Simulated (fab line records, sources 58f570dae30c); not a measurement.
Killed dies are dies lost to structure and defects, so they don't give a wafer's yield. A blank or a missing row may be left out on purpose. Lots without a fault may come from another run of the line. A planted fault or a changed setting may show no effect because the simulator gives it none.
Split-lot experiment | flow berkeley_cmos170 | 5 lots, 23 wafers read, on a route of 331 steps

THE SPLIT
At UCB170_WELLDRIVE_OXIDATION_01 (target thk 199 nm, ox time 9000 s), the setting temp_c was moved away from the recipe's 1100 C on 15 of the 23 wafers read, by -2.3% to +2.5%. The other wafers ran this setting at the recipe's value.

The file shows no step between the split and the reading.

THE READING
WELLDRIVE_OXIDE_THK, in nm, at UCB170_WELLDRIVE_THK_MEAS_02. Fault-free wafers of this fab line usually give 201 nm, standard deviation 4.8 nm.

wafer  | tool, chamber at the split | temp_c as run, C | against the recipe | WELLDRIVE_OXIDE_THK, nm | against lot-mates on the recipe
L075.1 | -, -                       | 1075             | -2.3%              | 164                     | no lot-mate on the recipe
L075.3 | -, -                       | 1075             | -2.3%              | 164                     | no lot-mate on the recipe
L075.4 | -, -                       | 1075             | -2.3%              | 163                     | no lot-mate on the recipe
L075.5 | -, -                       | 1075             | -2.3%              | 165                     | no lot-mate on the recipe
L075.6 | -, -                       | 1075             | -2.3%              | 163                     | no lot-mate on the recipe
L078.4 | furnace-04, 0              | 1100             | recipe             | 194                     | -
L078.5 | furnace-04, 0              | 1100             | recipe             | 201                     | -
L078.6 | furnace-04, 0              | 1100             | recipe             | 195                     | -
L079.1 | -, -                       | 1100             | recipe             | 204                     | -
L079.3 | -, -                       | 1100             | recipe             | 200                     | -
L079.4 | -, -                       | 1100             | recipe             | 201                     | -
L079.5 | -, -                       | 1100             | recipe             | 201                     | -
L079.6 | -, -                       | 1100             | recipe             | 204                     | -
L080.1 | -, -                       | 1127             | +2.5%              | 236                     | no lot-mate on the recipe
L080.2 | -, -                       | 1127             | +2.5%              | 237                     | no lot-mate on the recipe
L080.3 | -, -                       | 1127             | +2.5%              | 236                     | no lot-mate on the recipe
L080.4 | -, -                       | 1127             | +2.5%              | 234                     | no lot-mate on the recipe
L080.6 | -, -                       | 1127             | +2.5%              | 236                     | no lot-mate on the recipe
L083.1 | -, -                       | 1121             | +1.9%              | 229                     | no lot-mate on the recipe
L083.2 | -, -                       | 1121             | +1.9%              | 226                     | no lot-mate on the recipe
L083.3 | -, -                       | 1121             | +1.9%              | 225                     | no lot-mate on the recipe
L083.4 | -, -                       | 1121             | +1.9%              | 224                     | no lot-mate on the recipe
L083.5 | -, -                       | 1121             | +1.9%              | 227                     | no lot-mate on the recipe

THE FIT
A straight line over all 23 wafers: WELLDRIVE_OXIDE_THK changes by +15 nm for each +1% of temp_c; r = +1.00; the points scatter about the line by 2.6 nm.
Too few moved wafers have a lot-mate on the recipe to fit a line with each lot's own level taken away.

THE WHOLE CHAIN: every reading that the file lists as answering this split, in the file's order
step                          | what it does                      | reading                                                                                | change (the file's fit)              | r (the file's)
UCB170_WELLDRIVE_OXIDATION_01 | target thk 199 nm, ox time 9000 s | SiO2_of_WELLDRIVE_OXIDATION_01.thk_nm (the simulator's own value, which no gauge read) | +15.1 nm for each +1% of the setting | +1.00
UCB170_WELLDRIVE_THK_MEAS_02  |                                   | WELLDRIVE_OXIDE_THK                                                                    | +15 for each +1% of the setting      | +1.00

THE FILE'S OWN FIT
WELLDRIVE_OXIDE_THK changes by +15 nm for each +1% of temp_c, r = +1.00.
